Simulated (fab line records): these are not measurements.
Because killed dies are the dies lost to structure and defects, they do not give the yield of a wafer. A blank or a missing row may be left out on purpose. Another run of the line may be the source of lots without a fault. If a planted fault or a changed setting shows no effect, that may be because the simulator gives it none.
2 desks, one fault | flow berkeley-cmos170 | each desk holds nothing but its own numbers, with what lay behind them at the end

DESK OF THE TOOL OWNER: rie-metal-01
The tool's own readings at UCB170_M3_METAL_ETCH_18 (etches Al in Cl2/BCl3, stops on SiO2, target depth 1170 nm, time 195 s): means of the sampled wafers that have a number, for each lot that ran on this tool. A lot is out of limits, marked OUT, if its mean lies more than 4 standard deviations from the usual mean; the brackets give that distance.
Columns: A = drypump-motor-current-A at UCB170_M3_METAL_ETCH_18, usual 5.8 A; B = he-backside-leak-sccm at UCB170_M3_METAL_ETCH_18, usual 3.3 sccm; C = oes-product-au at UCB170_M3_METAL_ETCH_18, usual 0.854 a.u.; D = rf-fwd-power-W at UCB170_M3_METAL_ETCH_18, usual 598.4 W; E = throttle-valve-pct at UCB170_M3_METAL_ETCH_18, usual 24.41 %
lot  | first seen here | A   | B   | C                | D     | E
L178 | day 7 17:50     | 5.7 | 3.5 | 0.863            | 596.6 | 24.34
L184 | day 9 15:50     | 5.7 | 3.5 | 0.844            | 599.2 | 24.34
L192 | day 11 04:50    | 5.7 | 3.3 | 0.763 (-7.0) OUT | 596.6 | 24.38
L193 | day 11 20:47    | 5.9 | 3.5 | 0.815            | 598.9 | 24.32
This desk's finding: out of limits on L192; first on L192, day 11 04:50 (oes-product-au at UCB170_M3_METAL_ETCH_18). L178, L184, L193: within limits.

THE METROLOGY DESK
What the gauges read for every lot (on any tool): the sampled wafers with a number, averaged. A lot is out of limits, marked OUT, if its mean lies more than 4 standard deviations from the usual mean; the brackets give that distance.
Columns: A = CONTACT_OVL at UCB170_CONTACT_OVL_MEAS_16, usual 8 nm; B = cd-nm at UCB170_M3_CD_MEAS_90, usual 701 nm
lot  | first seen here | A  | B
L178 | day 6 19:22     | 9  | 700
L179 | day 7 11:50     | 14 | 697
L180 | day 7 22:58     | 8  | 699
L181 | day 8 00:49     | 16 | 706
L182 | day 8 01:05     | 6  | 697
L184 | day 8 18:16     | 5  | 700
L183 | day 8 19:28     | 1  | 702
L192 | day 10 08:00    | 0  | 720 (+4.5) OUT
L196 | day 10 22:53    | 5  | 706
L195 | day 10 23:07    | 7  | 697
L193 | day 10 23:13    | 5  | 707
L200 | day 11 13:39    | 5  | 696
L199 | day 11 14:24    | 4  | 708
This desk's finding: out of limits on L192; first on L192, day 11 05:09 (cd-nm at UCB170_M3_CD_MEAS_90). L178, L179, L180, L181, L182, L184, L183, L196, L195, L193, L200, L199: within limits.

PUT TOGETHER
The tool owner's desk had the chance to raise an alarm at day 11 04:50 on L192.
The metrology desk could have raised an alarm at day 11 05:09, on L192.
The lots listed all ran UCB170_M3_METAL_ETCH_18 on rie-metal-01.

WHAT WAS PUT IN BY THE SIMULATOR
rie-metal-01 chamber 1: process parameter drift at UCB170_M3_METAL_ETCH_18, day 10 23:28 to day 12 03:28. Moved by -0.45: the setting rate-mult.
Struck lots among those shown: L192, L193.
Counting hours from when the fault started, the first reading out of limits came at 5 for the tool owner's desk and at 6 for the metrology desk.
